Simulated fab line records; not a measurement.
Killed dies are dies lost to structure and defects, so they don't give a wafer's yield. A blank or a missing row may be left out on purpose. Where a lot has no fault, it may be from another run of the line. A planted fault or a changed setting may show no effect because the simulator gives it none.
The same fault as seen by 2 desks :: flow berkeley_cmos170 :: numbers are kept per desk, each desk with only its own; the story behind them comes last

== METROLOGY DESK ==
Means of the sampled wafers that have a number, per lot and without regard to the tool the lot ran on: this is what the gauges read. A lot is out of limits, marked OUT, if its mean lies more than 4 standard deviations from the usual mean; the brackets give that distance.
Columns: A = PSD_TW at UCB170_PSD_TW_MEAS_10, usual 2337; B = M1_OVL at UCB170_M1_OVL_MEAS_10, usual 1 nm; C = cd_nm at UCB170_M1_CD_MEAS_90, usual 700.1 nm
lot: L706
first seen here: day 8 03:07
A: 2308
B: 1
C: 702.0

lot: L707
first seen here: day 8 12:51
A: 2373
B: -1
C: 702.5

lot: L709
first seen here: day 8 12:57
A: 2316
B: 10
C: 700.9

lot: L708
first seen here: day 8 13:19
A: 2332
B: 1
C: 699.1

lot: L711
first seen here: day 9 06:59
A: 2325
B: -1
C: 701.7

lot: L713
first seen here: day 9 16:41
A: 2323
B: 6
C: 696.5

lot: L718
first seen here: day 10 17:51
A: 2380
B: -2
C: 702.2

lot: L719
first seen here: day 10 17:52
A: 2331
B: -6
C: 695.8

lot: L722
first seen here: day 11 15:43
A: 2363
B: 5
C: 699.4

lot: L721
first seen here: day 11 15:52
A: 2306
B: 8
C: 699.8

lot: L726
first seen here: day 12 08:46
A: 2315
B: -0
C: 701.8

lot: L727
first seen here: day 13 01:01
A: 2369
B: 3
C: 702.7

lot: L728
first seen here: day 13 01:17
A: 2339
B: 5
C: 699.3

lot: L729
first seen here: day 13 07:53
A: 2319
B: -6
C: 702.7
Finding of this desk: none of the 14 lots has anything out of limits.

== AT THE TOOL OWNER'S DESK: rie_diel-02 ==
The tool's own readings at UCB170_CONTACT_ETCH_18 (etches PSG in CHF3/CF4/Ar, stops on TiSi2, target depth 840 nm, time 195 s): means of the sampled wafers that have a number, for each lot that ran on this tool. A lot is out of limits, marked OUT, if its mean lies more than 4 standard deviations from the usual mean; the brackets give that distance.
Columns: A = drypump_motor_current_A at UCB170_CONTACT_ETCH_18, usual 5.7 A; B = oes_product_au at UCB170_CONTACT_ETCH_18, usual 0.893 a.u.; C = throttle_valve_pct at UCB170_CONTACT_ETCH_18, usual 6.88 %
lot: L706
first seen here: day 8 12:00
A: 5.7
B: 0.898
C: 6.81

lot: L709
first seen here: day 8 23:00
A: 5.8
B: 0.889
C: 6.90

lot: L713
first seen here: day 10 02:00
A: 5.5
B: 0.848
C: 6.89

lot: L718
first seen here: day 11 03:00
A: 5.9
B: 0.862
C: 6.95

lot: L729
first seen here: day 13 16:00
A: 5.7
B: 0.903
C: 6.79
Finding of this desk: none of the 5 lots has anything out of limits.

== ALL TOGETHER ==
Metrology desk: nothing out of limits seen.
The desk of the tool owner found nothing out of limits.

== WHAT THE SIMULATOR HAD INSERTED ==
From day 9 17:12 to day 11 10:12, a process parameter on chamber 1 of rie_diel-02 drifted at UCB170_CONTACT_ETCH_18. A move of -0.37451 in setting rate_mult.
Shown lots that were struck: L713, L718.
